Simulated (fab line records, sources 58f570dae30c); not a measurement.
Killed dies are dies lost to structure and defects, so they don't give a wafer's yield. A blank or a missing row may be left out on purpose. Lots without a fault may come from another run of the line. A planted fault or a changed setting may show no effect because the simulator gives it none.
Chamber matching | flow berkeley_cmos170 | UCB170_ZERO_ETCH_06 on rie_diel-02: 4 sister chambers
The step etches SiO2 in CHF3/CF4/Ar, time 12 s. 4 wafers are shown with their chamber, then 7 later ones without.

WAFERS WITH THEIR CHAMBER
wafer  | chamber | drypump_motor_current_A (A)
L687.1 | 3       | 5.9
L687.6 | 0       | 6.5
L688.2 | 2       | 5.5
L688.3 | 1       | 4.9

WAFERS WITHOUT THEIR CHAMBER
wafer  | drypump_motor_current_A (A)
L688.5 | 5.9
L701.1 | 5.8
L701.3 | 6.4
L701.4 | 5.5
L704.1 | 5.9
L704.2 | 4.9
L704.3 | 5.5

WHICH CHAMBER EACH WENT THROUGH
wafer  | from the rows above | in truth
L688.5 | 3                   | 3
L701.1 | 3                   | 3
L701.3 | 0                   | 0
L701.4 | 2                   | 2
L704.1 | 3                   | 3
L704.2 | 1                   | 1
L704.3 | 2                   | 2
Placed correctly: 7 of 7. Can't be placed from these rows: 0. Placed wrongly: 0.
How it was worked out, from the rows above alone: a wafer's distance from a chamber is the root of the sum, over the readings, of the square of ((its reading less the chamber's mean) divided by the reading's scatter). The wafer belongs to the nearest chamber; if the next one is less than 2 further off, it can't be placed. A chamber's mean is the mean of its shown wafers. The scatter: with one shown wafer a chamber, the root of the mean of the squares of how far each hidden wafer lies from its nearest shown one.
